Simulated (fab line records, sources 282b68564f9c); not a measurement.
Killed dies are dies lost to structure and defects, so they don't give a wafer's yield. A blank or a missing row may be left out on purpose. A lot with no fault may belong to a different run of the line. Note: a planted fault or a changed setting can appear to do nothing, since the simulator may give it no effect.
What tool caused it? -- flow rit_cmos -- Sampling: 7 lots, 21 wafers, 2 of 202 route steps

## WHAT THE GAUGES READ, wafer by wafer
RIT_PLDD_TW_MEAS_10.
lot,measured,on,PLDD_TW
L179,day 3 07:41,film_metro-03,2363 2370 2375
L181,day 3 19:16,film_metro-01,2361 2350 2351
L183,day 4 02:04,film_metro-02,2374 2372 2371
L185,day 4 12:25,film_metro-01,2375 2374 2374
L191,day 5 18:40,film_metro-02,2775 2768 2761
L198,day 7 06:43,film_metro-01,2357 2364 2364
L200,day 7 19:41,film_metro-03,2367 2361 2367

## WHICH TOOL RAN EACH LOT (tool, then ch and the chambers of the sampled wafers, then the start)
lot,RIT_PLDD_IMPLANT_08
L179,"implanter-02 ch 0, day 3 07:23"
L181,"implanter-02 ch 0, day 3 18:56"
L183,"implanter-02 ch 0, day 4 01:45"
L185,"implanter-02 ch 0, day 4 12:07"
L191,"implanter-01 ch 0, day 5 17:59"
L198,"implanter-02 ch 0, day 7 06:25"
L200,"implanter-02 ch 0, day 7 19:23"
- RIT_PLDD_IMPLANT_08

## THE ANSWER, worked out from the rows above alone
Rule: the lots themselves supply what counts as usual. Put in order of their means at a reading, lots are off if they are a third of the lots or fewer, leave a main group of 4 or more, and stand apart from it by a gap of 3 or more times the standard deviation of the main group's means; of several such gaps the widest counts. A main group whose means are all the same, to the digits that the tables above print for the reading, isn't used. A lot without any number at a reading at which 4 lots or more have one is off too. The other lots that the step has rows for count as sound.
Off: L191, at RIT_PLDD_TW_MEAS_10 (PLDD_TW). Mean 2366 and standard deviation 6.9 in the main group.
If a tool, at a process step before that reading, ran all the lots that are off and no sound lot after the first of them, it fits. Gauges at RIT_PLDD_TW_MEAS_10: tried the same way as those tools. This does not decide it: 2 tools fit, namely implanter-01 at RIT_PLDD_IMPLANT_08 and film_metro-02 at RIT_PLDD_TW_MEAS_10.

## WHAT THE SIMULATOR PUT IN
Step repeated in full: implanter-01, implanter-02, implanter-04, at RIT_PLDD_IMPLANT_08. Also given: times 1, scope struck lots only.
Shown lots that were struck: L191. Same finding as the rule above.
